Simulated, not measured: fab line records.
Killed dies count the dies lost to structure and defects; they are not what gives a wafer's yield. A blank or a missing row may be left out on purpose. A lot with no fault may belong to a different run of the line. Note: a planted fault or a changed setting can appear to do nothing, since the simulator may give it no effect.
fab line records	flow rit_cmos
record lots=6	wafers=18	last_day=7
route steps=202 shown NRETRO@53 PRETRO@64 M1@202
lots with no fault: from the same line, run without faults
start_h: start of the lot's first displayed wafer, in hours after the record's first day	wait_h: hours from the lot's prior step to this one	" identical to the entry in the row above	L1.1+2: several wafers, shown together as one row	- no value present, or no start provided	* or withheld: withheld	< > ~ a bound
route shown NAME@n: NAME is a module with steps in the file, n the number in the route of the first one	usual: mean/standard deviation taken from wafers without a fault	same: alike in all rows	chamber/n: place in a boat	sites: the reading at each site	_std_site: the standard deviation of these	_edge_site: mean of outer sites minus mean of inner sites	radius_mm: how far each site lies from the wafer's centre	mask NAME#n: copy n	behind: the tool/chamber that last shaped the wafer	hold: reason for holding the lot/hours on hold/outcome of the hold	device: transistor that didn't switch, given as n, p or np	end of line: the route-end tests of the same wafers	step lacking rows: just its recipe	killed: count of dies lost to structure and defects at first sort (not the wafer's yield)	map: per-die view of a wafer (x killed, . not killed, _ where there is no die)
set.NAME: setting as actually run; set.NAME@STEP: the setting as run at that earlier step	model.NAME: the simulator's own value behind a step, which no gauge read
lots at some steps of the route; a table a step, a row a wafer
services: when a tool's chamber went out of use (start_h, in hours from the record's first day, below 0 if earlier), for how many hours, and the reason
## steps
# step RIT_NRETRO_HMDS_00
# recipe prime_time_s=60	prime_temp_c=140
# step RIT_NRETRO_COAT_01
# recipe resist=NOVOLAK	spin_rpm=2000	resist_thk_nm=1300
# step RIT_NRETRO_SOFTBAKE_02
# recipe resist=NOVOLAK	temp_c=90	time_s=60
# step RIT_NRETRO_EXPOSE_03
# recipe mask_id=M4	na=0.57	target_cd_nm=43900	dose_mj=250
# step RIT_NRETRO_PEB_04
# recipe resist=NOVOLAK	temp_c=withheld	time_s=withheld
# step RIT_NRETRO_DEVELOP_05
# recipe resist=NOVOLAK	develop_time_s=68	dev_temp_c=23
# step RIT_NRETRO_OVL_MEAS_06
# usual NRETRO_OVL=-0.7/1.4
lot.wafer	tool	chamber	start_h	wait_h	NRETRO_OVL[nm]
L648.2	overlay-01	-	40.99	-	-0.6
L648.3	"	-	"	"	-2.0
L648.5	"	-	"	"	0.2
L650.4	overlay-02	-	51.17	-	-0.7
L650.5	"	-	"	"	-2.2
L650.6	"	-	"	"	-1.9
L661.1	overlay-01	-	105.09	-	-2.5
L661.2	"	-	"	"	0.2
L661.4	"	-	"	"	-2.2
L664.1	overlay-01	-	121.78	-	-0.2
L664.3	"	-	"	"	1.7
L664.5	"	-	"	"	0.6
L668.2	overlay-01	-	142.99	-	-2.5
L668.4	"	-	"	"	-1.3
L668.5	"	-	"	"	-0.7
L669.2	overlay-02	-	148.16	-	-1.4
L669.3	"	-	"	"	-3.2
L669.5	"	-	"	"	-1.2
# step RIT_NRETRO_HARDBAKE_07
# recipe resist=NOVOLAK	temp_c=140	time_s=120
# step RIT_NRETRO_IMPLANT_08
# recipe species=P	energy_kev=70	dose_cm2=1e+13	tilt_deg=6.663
# step RIT_NRETRO_STRIP_09
# recipe chemistry=O2	time_s=180	resist=NOVOLAK	platen_temp_c=withheld	power_w=500	pressure_mtorr=4000	o2_flow_sccm=4000
# usual chamber_pressure_mTorr=4000/3.9	drypump_motor_current_A=5.6/0.52
lot.wafer	tool	chamber	start_h	wait_h	chamber_pressure_mTorr	drypump_motor_current_A	rf_hours_counter_h
L648.2	plasma_asher-04	0	41.42	0.1	4000	4.8	40
L648.3	"	1	"	"	3999	5.4	-
L648.5	"	0	"	"	3999	4.8	-
L650.4	plasma_asher-02	0	51.65	0.1	3996	5.9	-
L650.5	"	1	"	"	4000	4.9	-
L650.6	"	0	"	"	4001	5.9	-
L661.1	plasma_asher-03	1	105.53	0.1	4006	6.2	33
L661.2	"	0	"	"	4006	5.9	33
L661.4	"	1	"	"	4002	6.1	-
L664.1	plasma_asher-03	1	122.22	0.1	3997	6.2	34
L664.3	"	0	"	"	4005	5.9	-
L664.5	"	1	"	"	4001	6.2	-
L668.2	plasma_asher-04	1	143.42	0.1	4002	5.4	2
L668.4	"	1	"	"	4001	5.4	-
L668.5	"	0	"	"	3999	4.8	-
L669.2	plasma_asher-04	0	148.59	0.1	4005	4.8	3
L669.3	"	1	"	"	4005	5.4	-
L669.5	"	0	"	"	4009	4.8	-
# step RIT_NRETRO_TW_MEAS_10
# usual NRETRO_TW=1062/11
lot.wafer	tool	chamber	start_h	wait_h	NRETRO_TW
L648.2	film_metro-01	-	41.61	0.1	1060
L648.3	"	-	"	"	1056
L648.5	"	-	"	"	1055
L650.4	film_metro-01	-	51.91	0.2	1052
L650.5	"	-	"	"	1059
L650.6	"	-	"	"	1053
L661.1	film_metro-02	-	105.71	0.1	1047
L661.2	"	-	"	"	1049
L661.4	"	-	"	"	1050
L664.1	film_metro-01	-	122.39	0.1	1066
L664.3	"	-	"	"	1064
L664.5	"	-	"	"	1059
L668.2	film_metro-02	-	143.61	0.1	1044
L668.4	"	-	"	"	1045
L668.5	"	-	"	"	1051
L669.2	film_metro-04	-	148.77	0.1	1081
L669.3	"	-	"	"	1070
L669.5	"	-	"	"	1072
# step RIT_PRETRO_HMDS_00
# recipe prime_time_s=60	prime_temp_c=140
# step RIT_PRETRO_COAT_01
# recipe resist=NOVOLAK	spin_rpm=2000	resist_thk_nm=1300
# usual exhaust_pa=44.9/0.77	spin_speed_rpm=2000.0/1.6
lot.wafer	tool	chamber	start_h	wait_h	exhaust_pa	spin_speed_rpm	model.NOVOLAK_of_PRETRO_COAT_01.thk_nm
L648.2	litho_track-02	0	41.83	0.1	44.2	2000.3	1303
L648.3	"	0	"	"	44.7	1998.4	1303
L648.5	"	0	"	"	45.0	1996.9	1306
L650.4	litho_track-01	0	52.17	0.1	45.1	1998.2	1303
L650.5	"	0	"	"	46.1	1998.9	1307
L650.6	"	0	"	"	44.2	1999.4	1300
L661.1	litho_track-01	0	105.92	0.1	46.6	1819.2	1371
L661.2	"	0	"	"	45.8	1816.4	1377
L661.4	"	0	"	"	46.2	1817.3	1373
L664.1	litho_track-01	0	122.60	0.1	44.9	1816.9	1368
L664.3	"	0	"	"	44.6	1818.7	1366
L664.5	"	0	"	"	46.5	1819.2	1366
L668.2	litho_track-03	0	143.83	0.1	45.3	2001.3	1289
L668.4	"	0	"	"	44.2	1998.9	1293
L668.5	"	0	"	"	44.6	2001.0	1292
L669.2	litho_track-02	0	149.00	0.1	44.2	1999.7	1306
L669.3	"	0	"	"	44.8	1996.6	1303
L669.5	"	0	"	"	44.3	1999.8	1305
# step RIT_PRETRO_SOFTBAKE_02
# recipe resist=NOVOLAK	temp_c=90	time_s=60
# step RIT_PRETRO_EXPOSE_03
# recipe mask_id=M5	na=0.57	target_cd_nm=43700	dose_mj=250
# step RIT_PRETRO_PEB_04
# recipe resist=NOVOLAK	temp_c=withheld	time_s=withheld
# step RIT_PRETRO_DEVELOP_05
# recipe resist=NOVOLAK	develop_time_s=68	dev_temp_c=23
# step RIT_PRETRO_OVL_MEAS_06
# usual PRETRO_OVL=-0.3/1.6
lot.wafer	tool	chamber	start_h	wait_h	PRETRO_OVL[nm]
L648.2	overlay-02	-	42.54	-	-1.8
L648.3	"	-	"	"	-2.9
L648.5	"	-	"	"	0.5
L650.4	overlay-01	-	52.84	-	-0.8
L650.5	"	-	"	"	-2.0
L650.6	"	-	"	"	-1.5
L661.1	overlay-01	-	106.77	-	-3.2
L661.2	"	-	"	"	-1.2
L661.4	"	-	"	"	-1.0
L664.1	overlay-02	-	123.46	-	2.1
L664.3	"	-	"	"	2.0
L664.5	"	-	"	"	1.1
L668.2	overlay-02	-	144.67	-	-2.6
L668.4	"	-	"	"	-0.7
L668.5	"	-	"	"	-1.5
L669.2	overlay-01	-	149.83	-	0.2
L669.3	"	-	"	"	1.5
L669.5	"	-	"	"	-1.6
# step RIT_PRETRO_HARDBAKE_07
# recipe resist=NOVOLAK	temp_c=140	time_s=120
# usual exhaust_pa=44.9/0.74
lot.wafer	tool	chamber	start_h	wait_h	exhaust_pa	model.NOVOLAK_of_PRETRO_COAT_01.thk_nm
L648.2	litho_track-01	0	42.61	0.1	44.3	1140
L648.3	"	0	"	"	43.9	1140
L648.5	"	0	"	"	45.2	1142
L650.4	litho_track-03	0	52.98	0.1	45.4	1140
L650.5	"	0	"	"	45.1	1143
L650.6	"	0	"	"	46.0	1137
L661.1	litho_track-03	0	106.81	0.0	43.8	1198
L661.2	"	0	"	"	44.5	1203
L661.4	"	0	"	"	43.9	1199
L664.1	litho_track-01	0	123.50	0.0	44.8	1195
L664.3	"	0	"	"	44.1	1194
L664.5	"	0	"	"	45.4	1194
L668.2	litho_track-01	0	144.74	0.1	45.1	1128
L668.4	"	0	"	"	44.6	1131
L668.5	"	0	"	"	44.1	1130
L669.2	litho_track-01	0	149.91	0.1	44.4	1142
L669.3	"	0	"	"	45.2	1139
L669.5	"	0	"	"	44.4	1141
# step RIT_PRETRO_IMPLANT_08
# recipe species=B	energy_kev=45	dose_cm2=1.2e+13	tilt_deg=7
# step RIT_M1_PROBE_99
# usual killed_at_contacts=0.1/0.31	killed_at_front_end=7/3.2	killed_dies=7/3.2	killed_open=3.6/1.9	killed_short=3.6/2
# same gross_dies=264	killed_at_M0_to_M3=0	killed_at_M4_up=0	killed_at_back_side=0	killed_at_other=0
lot.wafer	tool	chamber	start_h	wait_h	killed_at_contacts	killed_at_front_end	killed_dies	killed_open	killed_short
L648.2	prober-02	-	69.31	0.1	0	14	14	9	4
L648.3	prober-02	-	69.36	0.2	0	6	6	1	5
L648.5	prober-02	-	69.46	0.2	0	8	8	4	4
L650.4	prober-02	-	80.13	0.2	1	5	6	2	4
L650.5	prober-02	-	80.18	0.2	1	5	6	4	2
L650.6	prober-02	-	80.23	0.2	1	3	4	4	0
L661.1	prober-01	-	136.37	0.1	0	12	12	4	8
L661.2	prober-01	-	136.42	0.1	0	13	13	7	6
L661.4	prober-01	-	136.52	0.2	0	6	6	4	2
L664.1	prober-02	-	152.34	0.1	0	6	6	0	6
L664.3	prober-02	-	152.44	0.2	0	5	5	3	2
L664.5	prober-02	-	152.54	0.2	0	10	10	4	6
L668.2	prober-02	-	172.13	0.1	0	7	7	2	5
L668.4	prober-02	-	172.23	0.2	0	5	5	3	2
L668.5	prober-02	-	172.28	0.2	0	8	8	3	5
L669.2	prober-01	-	179.36	0.1	1	8	9	4	5
L669.3	prober-01	-	179.41	0.2	1	9	10	4	6
L669.5	prober-01	-	179.51	0.2	1	8	9	4	5
# killed by level:class
L648.2 SILICIDE:geometric_particle:open=5 SPACER:geometric_particle:short=3 GATE:geometric_particle:open=2 REOX:geometric_particle:open=1 SPACER:geometric_particle:open=1 SILICIDE:geometric_particle:short=1 PSD:coat_microbubble_printed=1
L648.3 FOX1:geometric_particle:short=2 SPACER:geometric_particle:short=2 FOX1:geometric_particle:open=1 REOX:geometric_particle:short=1
L648.5 REOX:geometric_particle:open=2 SILICIDE:geometric_particle:short=2 FOX2:geometric_particle:short=1 GATE:geometric_particle:open=1 SPACER:geometric_particle:short=1 SPACER:geometric_particle:open=1
L650.4 REOX:geometric_particle:short=2 GATE:geometric_particle:short=1 REOX:geometric_particle:open=1 SPACER:geometric_particle:open=1 CONTACT:geometric_particle:short=1
L650.5 FOX1:geometric_particle:open=1 REOX:geometric_particle:open=1 REOX:geometric_particle:short=1 SPACER:geometric_particle:short=1 SILICIDE:geometric_particle:open=1 CONTACT:geometric_particle:open=1
L650.6 GATE:geometric_particle:open=1 REOX:geometric_particle:open=1 SPACER:geometric_particle:open=1 CONTACT:geometric_particle:open=1
L661.1 GATE:geometric_particle:short=5 REOX:geometric_particle:short=2 FOX1:geometric_particle:open=1 FOX2:geometric_particle:open=1 GATE:geometric_particle:open=1 SPACER:geometric_particle:short=1 SPACER:geometric_particle:open=1
L661.2 FOX1:geometric_particle:short=3 GATE:geometric_particle:open=3 SILICIDE:geometric_particle:short=2 SILICIDE:geometric_particle:open=2 FOX1:geometric_particle:open=1 GATE:geometric_particle:short=1 SPACER:geometric_particle:open=1
L661.4 GATE:geometric_particle:open=2 SILICIDE:geometric_particle:open=2 FOX1:geometric_particle:short=1 GATE:geometric_particle:short=1
L664.1 FOX2:geometric_particle:short=2 SILICIDE:geometric_particle:short=2 FOX1:geometric_particle:short=1 GATE:geometric_particle:short=1
L664.3 GATE:geometric_particle:open=2 GATE:geometric_particle:short=2 FOX2:geometric_particle:open=1
L664.5 SPACER:geometric_particle:short=3 GATE:geometric_particle:open=2 GATE:geometric_particle:short=1 REOX:geometric_particle:open=1 REOX:geometric_particle:short=1 SPACER:geometric_particle:open=1 SILICIDE:geometric_particle:short=1
L668.2 REOX:geometric_particle:short=2 REOX:geometric_particle:open=2 SILICIDE:geometric_particle:short=2 FOX2:geometric_particle:short=1
L668.4 FOX1:geometric_particle:open=1 GATE:geometric_particle:short=1 REOX:geometric_particle:short=1 REOX:geometric_particle:open=1 SILICIDE:geometric_particle:open=1
L668.5 SILICIDE:geometric_particle:short=2 FOX1:geometric_particle:open=1 FOX2:geometric_particle:short=1 GATE:geometric_particle:short=1 GATE:geometric_particle:open=1 SPACER:geometric_particle:open=1 SPACER:geometric_particle:short=1
L669.2 GATE:geometric_particle:short=4 FOX1:geometric_particle:short=1 FOX1:geometric_particle:open=1 GATE:geometric_particle:open=1 SPACER:geometric_particle:open=1 CONTACT:geometric_particle:open=1
L669.3 GATE:geometric_particle:short=3 FOX1:geometric_particle:short=2 SPACER:geometric_particle:open=2 REOX:geometric_particle:short=1 SILICIDE:geometric_particle:open=1 CONTACT:geometric_particle:open=1
L669.5 SPACER:geometric_particle:short=2 SILICIDE:geometric_particle:open=2 FOX1:geometric_particle:open=1 FOX1:geometric_particle:short=1 GATE:geometric_particle:short=1 SPACER:geometric_particle:open=1 CONTACT:geometric_particle:short=1
## services
tool	chamber	start_h	hours	kind
plasma_asher-04	-	93.70	0.7	repair
plasma_asher-04	-	108.75	9.0	pm
plasma_asher-04	0	108.75	9.0	vent_cycle
plasma_asher-04	1	108.75	9.0	vent_cycle
plasma_asher-04	-	117.75	2.8	pm
plasma_asher-04	0	117.75	-	clean
plasma_asher-04	1	117.75	-	clean
## key
first_sign step=RIT_PRETRO_COAT_01	reading=spin_speed_rpm	direction=down	sigmas=99+	usual=2000.0	struck=1817.9
effect none on later readings
model_effect step=RIT_PRETRO_COAT_01	value=NOVOLAK_of_PRETRO_COAT_01.thk_nm	without=1306	struck=1370
model_effect step=RIT_PRETRO_HARDBAKE_07	value=NOVOLAK_of_PRETRO_COAT_01.thk_nm	without=1142	struck=1197
met_at RIT_PRETRO_COAT_01
struck_wafers L661.1,L661.2,L661.4,L664.1,L664.3,L664.5
tester_left_out L661,L664
onset_between 52.17 105.92
fault kind=process_parameter_drift	tool=litho_track-01	chamber=-	onset_h=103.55	steps=RIT_PRETRO_COAT_01	channel=spin_rpm	offset=-182.32	shape=step	end_h=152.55	acts_in=these_recipes_only	stated=2000
# tester_left_out: of these lots the tester's yield and bins aren't shown, on N5 and GAA mostly nor the transistor test; their killed dies are dies lost to structure and defects alone, not to doping, threshold or leakage, so they don't give the yield
